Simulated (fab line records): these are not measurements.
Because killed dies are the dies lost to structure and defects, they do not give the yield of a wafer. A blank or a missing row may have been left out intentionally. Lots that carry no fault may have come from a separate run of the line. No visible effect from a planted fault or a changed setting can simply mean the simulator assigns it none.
Which tool is to blame? | flow berkeley_cmos170 | 14 lots with 42 wafers sampled at 2 steps, on a route of 331 steps

## WHAT THE GAUGES SHOWED, per wafer
UCB170_PVT_TW_MEAS_09.
lot  | measured     | on            | PVT_TW
L987 | day 7 00:07  | film_metro-01 | 508.8 510.7 510.3
L988 | day 7 00:23  | film_metro-01 | 511.9 509.9 508.1
L992 | day 7 16:31  | film_metro-02 | 510.3 508.0 510.2
L991 | day 7 16:34  | film_metro-01 | 512.2 510.0 508.5
L993 | day 8 03:43  | film_metro-02 | 504.3 502.1 505.9
L995 | day 8 14:48  | film_metro-01 | 508.0 506.7 509.4
L996 | day 9 00:34  | film_metro-04 | 512.3 512.6 515.2
L102 | day 9 11:08  | film_metro-02 | 513.0 516.1 512.4
L101 | day 9 11:43  | film_metro-04 | 440.9 439.0 442.2
L100 | day 9 12:25  | film_metro-02 | 511.4 507.9 510.1
L999 | day 9 12:35  | film_metro-02 | 445.0 441.6 440.4
L107 | day 11 04:32 | film_metro-02 | 507.0 510.2 507.8
L108 | day 11 11:37 | film_metro-04 | 509.5 506.9 507.7
L109 | day 11 11:55 | film_metro-01 | 512.1 509.3 508.9

## EACH LOT AND THE TOOL THAT RAN IT (in order: tool; ch and the chambers of the sampled wafers; start)
lot  | UCB170_PVT_IMPLANT_07
L987 | implanter-02 ch 0, day 6 23:54
L988 | implanter-02 ch 0, day 7 00:08
L992 | implanter-04 ch 0, day 7 16:16
L991 | implanter-03 ch 0, day 7 16:19
L993 | implanter-03 ch 0, day 8 03:29
L995 | implanter-03 ch 0, day 8 14:31
L996 | implanter-03 ch 0, day 9 00:20
L102 | implanter-02 ch 0, day 9 10:53
L101 | implanter-03 ch 0, day 9 11:30
L100 | implanter-04 ch 0, day 9 12:11
L999 | implanter-03 ch 0, day 9 12:19
L107 | implanter-04 ch 0, day 11 04:17
L108 | implanter-02 ch 0, day 11 11:22
L109 | implanter-04 ch 0, day 11 11:43
- UCB170_PVT_IMPLANT_07

## WHAT THE TOOLS THEMSELVES READ (means of the sampled wafers that have a number; where no wafer has one, the mark that the record gives instead)
UCB170_PVT_IMPLANT_07.
lot  | tool         | beam_on_s (s) | dose_ions_cm2 | faraday_current_uA
L987 | implanter-02 | 9.90          | 1.9969e+12    | 6.40
L988 | implanter-02 | 9.84          | 2.0001e+12    | 6.45
L992 | implanter-04 | 9.90          | 2.0009e+12    | 6.40
L991 | implanter-03 | 10.16         | 2.0003e+12    | 6.25
L993 | implanter-03 | 9.97          | 1.9974e+12    | 6.36
L995 | implanter-03 | 9.84          | 1.9997e+12    | 6.44
L996 | implanter-03 | 10.10         | 2.0012e+12    | 6.27
L102 | implanter-02 | 10.00         | 2.0031e+12    | 6.36
L101 | implanter-03 | 9.88          | 1.2409e+12    | 3.99
L100 | implanter-04 | 10.11         | 1.9940e+12    | 6.28
L999 | implanter-03 | 9.95          | 1.2396e+12    | 3.96
L107 | implanter-04 | 10.16         | 2.0000e+12    | 6.25
L108 | implanter-02 | 10.12         | 2.0007e+12    | 6.26
L109 | implanter-04 | 9.84          | 1.9960e+12    | 6.46

## THE ANSWER, worked out from the rows above alone
Rule: usual is defined by the lots themselves. Put in order of their means at a reading, lots are off if they are a third of the lots or fewer, leave a main group of 4 or more, and stand apart from it by a gap of 3 or more times the standard deviation of the main group's means; of several such gaps the widest counts. A main group is skipped when, at the precision printed for the reading in the tables above, its means are all equal. A lot without any number at a reading at which 4 lots or more have one is off too. Any other lot the step has rows for is counted as sound. The gauges are gone through in route order, then the tools' own readings, and for those a lot's mean is taken as printed above. At the first step where some lot is off, the reading lying furthest off is the one used; lots without a number count as furthest.
Off: at UCB170_PVT_TW_MEAS_09 (PVT_TW), L101, L999. Mean 509.6 and standard deviation 2.4 in the main group.
A tool fits if, at a process step before that reading, it ran every lot that is off, and no sound lot after the first of them. The gauges at UCB170_PVT_TW_MEAS_09 aren't tried: what is off there is off at UCB170_PVT_IMPLANT_07 too, on other tools, and a gauge's error can't cause that. One fits: implanter-03 at UCB170_PVT_IMPLANT_07. Its last sound lot is L996 (day 9 00:20), its first lot that is off L101 (day 9 11:30): a fault that began between those two fits.
The tool's own readings at UCB170_PVT_IMPLANT_07 bear it out: on the lots that are off they differ by more than 5 times the standard deviation of the sound lots' means. dose_ions_cm2 reads 1.2402e+12 there against 1.9992e+12 on the sound lots; faraday_current_uA reads 3.98 there against 6.35 on the sound lots.

## WHAT THE SIMULATOR PUT IN
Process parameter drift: implanter-03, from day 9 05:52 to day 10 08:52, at UCB170_PVT_IMPLANT_07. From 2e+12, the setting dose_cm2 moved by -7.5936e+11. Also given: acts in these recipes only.
Lots struck among those shown: L101, L999. Same finding as the rule above.
